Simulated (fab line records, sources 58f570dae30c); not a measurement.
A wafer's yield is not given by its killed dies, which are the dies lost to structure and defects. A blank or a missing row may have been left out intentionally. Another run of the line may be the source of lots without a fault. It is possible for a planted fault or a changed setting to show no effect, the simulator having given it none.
Split-lot study :: flow berkeleyCmos170 :: 5 lots, 23 wafers read, on a route of 331 steps

## ON THE SPLIT
At UCB170_NSD_EXPOSE_03 (exposes mask NSELECT MOD, target cd 1200 nm), the setting doseMj was moved away from the recipe's 30 on 4 of the 23 wafers read, by -4.3% to +2.1%. For the rest of the wafers, this setting stayed at what the recipe calls for.

## FROM THE SPLIT TO THE READING: what the file shows between them, 2 steps
- UCB170_NSD_PEB_04
- UCB170_NSD_DEVELOP_05: develop time 45 s

## THE READING
cdNm (nm) at UCB170_NSD_CD_MEAS_06, where the cd target is 1200 nm. A value of 1200.8 nm with a standard deviation of 1.4 nm is what fault-free wafers of this fab line usually give.

wafer: L074.1
tool, chamber at the split: krfScanner-02, 0
doseMj as run: 30
against the recipe: recipe
cdNm, nm: 1198.3
against lot-mates on the recipe: -

wafer: L074.2
tool, chamber at the split: krfScanner-02, 0
doseMj as run: 30
against the recipe: recipe
cdNm, nm: 1200.4
against lot-mates on the recipe: -

wafer: L074.4
tool, chamber at the split: krfScanner-02, 0
doseMj as run: 30
against the recipe: recipe
cdNm, nm: 1199.3
against lot-mates on the recipe: -

wafer: L074.5
tool, chamber at the split: krfScanner-02, 0
doseMj as run: 30
against the recipe: recipe
cdNm, nm: 1198.5
against lot-mates on the recipe: -

wafer: L074.6
tool, chamber at the split: krfScanner-02, 0
doseMj as run: 30
against the recipe: recipe
cdNm, nm: 1199.9
against lot-mates on the recipe: -

wafer: L076.1
tool, chamber at the split: krfScanner-02, 0
doseMj as run: 30
against the recipe: recipe
cdNm, nm: 1198.4
against lot-mates on the recipe: -

wafer: L076.2
tool, chamber at the split: krfScanner-02, 0
doseMj as run: 30
against the recipe: recipe
cdNm, nm: 1199.6
against lot-mates on the recipe: -

wafer: L076.3
tool, chamber at the split: krfScanner-02, 0
doseMj as run: 28.7
against the recipe: -4.3%
cdNm, nm: 1192.3
against lot-mates on the recipe: -6.8

wafer: L076.4
tool, chamber at the split: krfScanner-02, 0
doseMj as run: 28.7
against the recipe: -4.3%
cdNm, nm: 1192.5
against lot-mates on the recipe: -6.6

wafer: L076.5
tool, chamber at the split: krfScanner-02, 0
doseMj as run: 30
against the recipe: recipe
cdNm, nm: 1199.2
against lot-mates on the recipe: -

wafer: L079.1
tool, chamber at the split: krfScanner-01, 0
doseMj as run: 30.63
against the recipe: +2.1%
cdNm, nm: 1204.2
against lot-mates on the recipe: +4.5

wafer: L079.3
tool, chamber at the split: krfScanner-01, 0
doseMj as run: 30
against the recipe: recipe
cdNm, nm: 1200.0
against lot-mates on the recipe: -

wafer: L079.4
tool, chamber at the split: krfScanner-01, 0
doseMj as run: 30
against the recipe: recipe
cdNm, nm: 1199.4
against lot-mates on the recipe: -

wafer: L079.5
tool, chamber at the split: krfScanner-01, 0
doseMj as run: 30.63
against the recipe: +2.1%
cdNm, nm: 1204.2
against lot-mates on the recipe: +4.5

wafer: L079.6
tool, chamber at the split: krfScanner-01, 0
doseMj as run: 30
against the recipe: recipe
cdNm, nm: 1199.7
against lot-mates on the recipe: -

wafer: L083.1
tool, chamber at the split: krfScanner-01, 0
doseMj as run: 30
against the recipe: recipe
cdNm, nm: 1202.9
against lot-mates on the recipe: -

wafer: L083.3
tool, chamber at the split: krfScanner-01, 0
doseMj as run: 30
against the recipe: recipe
cdNm, nm: 1202.7
against lot-mates on the recipe: -

wafer: L083.4
tool, chamber at the split: krfScanner-01, 0
doseMj as run: 30
against the recipe: recipe
cdNm, nm: 1201.9
against lot-mates on the recipe: -

wafer: L083.5
tool, chamber at the split: krfScanner-01, 0
doseMj as run: 30
against the recipe: recipe
cdNm, nm: 1201.4
against lot-mates on the recipe: -

wafer: L083.6
tool, chamber at the split: krfScanner-01, 0
doseMj as run: 30
against the recipe: recipe
cdNm, nm: 1202.9
against lot-mates on the recipe: -

wafer: L081.1
tool, chamber at the split: krfScanner-01, 0
doseMj as run: 30
against the recipe: recipe
cdNm, nm: 1200.0
against lot-mates on the recipe: -

wafer: L081.4
tool, chamber at the split: krfScanner-01, 0
doseMj as run: 30
against the recipe: recipe
cdNm, nm: 1200.5
against lot-mates on the recipe: -

wafer: L081.6
tool, chamber at the split: krfScanner-01, 0
doseMj as run: 30
against the recipe: recipe
cdNm, nm: 1201.7
against lot-mates on the recipe: -

FIT RESULTS
A straight line over all 23 wafers: cdNm changes by +1.83 nm for each +1% of doseMj; r = +0.89; the points scatter about the line by 1.4 nm.
The same after taking each lot's own level away (the mean of its wafers on the recipe; 23 wafers): +1.67 nm for each +1%; r = +0.96; scatter 0.68 nm.
That fit puts the effect of the largest move of doseMj on the reading at 7.2 nm.
Measured against the standard deviation above, the lots' own levels, which go from 1199.07 to 1202.36 nm, span 2.4 times it.
Hence the slope depends on the lot-to-lot level, as the two fits are not the same.
Check: for one of the wafers moved furthest among these (-4.3%), held out of the fit, the line's prediction against its lot-mates is -7.32 nm. It came out at -6.77 nm against them.

## FURTHER SPLITS ON THESE WAFERS
Note: prior to the reading, these wafers also went through further splits. Each is held against what the fit with the lots' levels taken away leaves over:
other split on the same wafers: UCB170_PVT_EXPOSE_03 doseMj
wafers away from the commonest value: 7
r with cdNm (lot level and that fit taken away): -0.09

other split on the same wafers: UCB170_GATE_OXIDATION_01 oxTimeS
wafers away from the commonest value: 18
r with cdNm (lot level and that fit taken away): +0.24

other split on the same wafers: UCB170_PSD_PEB_04 pebTempC
wafers away from the commonest value: 8
r with cdNm (lot level and that fit taken away): +0.08

## FILE'S OWN FIT
cdNm changes by +1.65 nm for each +1% of doseMj, r = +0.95.
